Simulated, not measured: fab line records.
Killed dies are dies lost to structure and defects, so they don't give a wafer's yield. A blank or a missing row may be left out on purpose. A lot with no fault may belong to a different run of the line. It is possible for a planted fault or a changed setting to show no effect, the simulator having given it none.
8D (eight disciplines) problem report, filled in by code || flow berkeley-cmos170 || the parts of the form that need people (team, actions taken, sign-off) are left out

== 1. WHAT IS WRONG ==
beam-energy-keV at UCB170_PFIELD_IMPLANT_07 reads a mean of 74.840 on 6 wafers of 2 lots; wafers without a fault read 80.001 with a standard deviation of 0.023. That is -99 or more standard deviations from the usual mean.
Seen first at day 7 08:37 on implanter-01, wafer L832.2. The record holds 18 wafers of 6 lots with a number at this step. Rule for "out" (also "out of limits"): further than 4 standard deviations from the usual mean. All remaining wafers that have a number are taken as sound.

== 2. WHAT IT IS, AND WHAT IT ISN'T ==
{"question": "which readings at this step", "is": "beam-energy-keV", "is not": "-"}
{"question": "which lots", "is": "L832, L834", "is not": "L824, L826, L842, L843"}
{"question": "which wafers of those lots", "is": "all that have a number", "is not": "-"}
{"question": "read on which tools", "is": "implanter-01", "is not": "implanter-03, implanter-04"}
{"question": "when", "is": "from day 7 08:37", "is not": "up to then (6 sound wafers); but 6 sound wafers of L842, L843 came after"}

== 3. THE SUSPECTS, EACH WITH WHAT RULES IT OUT ==
Counting: a tool at any process step up to the reading remains a suspect when it ran all the lots that are out and ran no sound lot after the first of those.
- implanter-01 at UCB170_PFIELD_IMPLANT_07: kept. Every lot that is out went through it, starting with L832 (day 7 08:37), and after that it ran no sound lot; the last sound lot it ran before then is L824 (day 5 12:32). On those wafers its own readings are out: beam-energy-keV.
The count leaves implanter-01 at UCB170_PFIELD_IMPLANT_07.

== 4. THE CAUSE (what the simulator had put in) ==
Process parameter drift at UCB170_PFIELD_IMPLANT_07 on implanter-01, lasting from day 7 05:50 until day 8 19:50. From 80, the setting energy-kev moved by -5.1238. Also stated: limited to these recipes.
Counting left only this tool.

== 5. SEQUENCE OF EFFECTS, ordered by route ==
Rows list readings where the struck wafers' mean (over those with a number) sits beyond 3 standard deviations from the usual. Scope: only readings with a usual standard deviation given in the record; hours: median across lots of the time from each lot's start at the first step in this table that gives one to its start at this step; sigmas: change in usual standard deviations.
{"hours": 0, "step": "UCB170_PFIELD_IMPLANT_07", "reading": "beam-energy-keV", "usual": 80.001, "on struck wafers": 74.840, "change": -5.161, "sigmas": "-99 or more"}
It contains these process steps:
- UCB170_PFIELD_IMPLANT_07

== 6. HOW IT WOULD HAVE BEEN CAUGHT EARLIER ==
The fault began at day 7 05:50; the first out-of-limits reading in this record came at day 7 08:37, 3 hours later.
